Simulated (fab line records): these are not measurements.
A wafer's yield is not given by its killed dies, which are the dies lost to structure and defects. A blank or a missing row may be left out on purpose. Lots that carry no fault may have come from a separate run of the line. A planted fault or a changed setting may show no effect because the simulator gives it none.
Which tool was responsible? | flow rit cmos | 6 lots, 18 wafers sampled, at 2 steps of a route of 202

WHAT EACH GAUGE READ, for each wafer
RIT_PSD_TW_MEAS_10.
lot  | measured    | on            | PSD_TW
L625 | day 3 08:05 | film metro-01 | 3437 3445 3449
L628 | day 3 23:59 | film metro-04 | 3498 3488 3511
L630 | day 4 13:21 | film metro-01 | 3462 3463 3468
L632 | day 4 19:27 | film metro-04 | 3510 3508 3503
L638 | day 6 02:27 | film metro-02 | 3421 3414 3414
L645 | day 7 15:58 | film metro-04 | 3498 3514 3494

WHAT TOOL EACH LOT RAN ON (gives the tool, then ch and the chambers of the sampled wafers, and finally the start)
lot  | RIT_PRETRO_EXPOSE_03
L625 | iline stepper-02 ch 0, day 2 12:03
L628 | iline stepper-02 ch 0, day 3 04:23
L630 | iline stepper-02 ch 0, day 3 14:11
L632 | iline stepper-02 ch 0, day 3 22:18
L638 | iline stepper-01 ch 0, day 5 05:38
L645 | iline stepper-01 ch 0, day 6 18:55
- RIT_PRETRO_EXPOSE_03: exposes mask M5, target cd 43700 nm.

THE ANSWER, worked out from the rows above alone
Rule: what is usual is taken from the lots themselves. The widest of any qualifying gaps counts: lots, ordered by their means at a reading, are off when they make up no more than a third of the lots, leave a main group of 4 or more, and stand apart from it by 3 or more times the standard deviation of that group's means. Not used: any main group whose means are identical at the precision the tables above print for the reading. A lot without any number at a reading at which 4 lots or more have one is off too. Any other lot the step has rows for is counted as sound.
Across all readings shown, no lot is off: no conclusion can be drawn from this.

WHAT THE SIMULATOR PUT IN
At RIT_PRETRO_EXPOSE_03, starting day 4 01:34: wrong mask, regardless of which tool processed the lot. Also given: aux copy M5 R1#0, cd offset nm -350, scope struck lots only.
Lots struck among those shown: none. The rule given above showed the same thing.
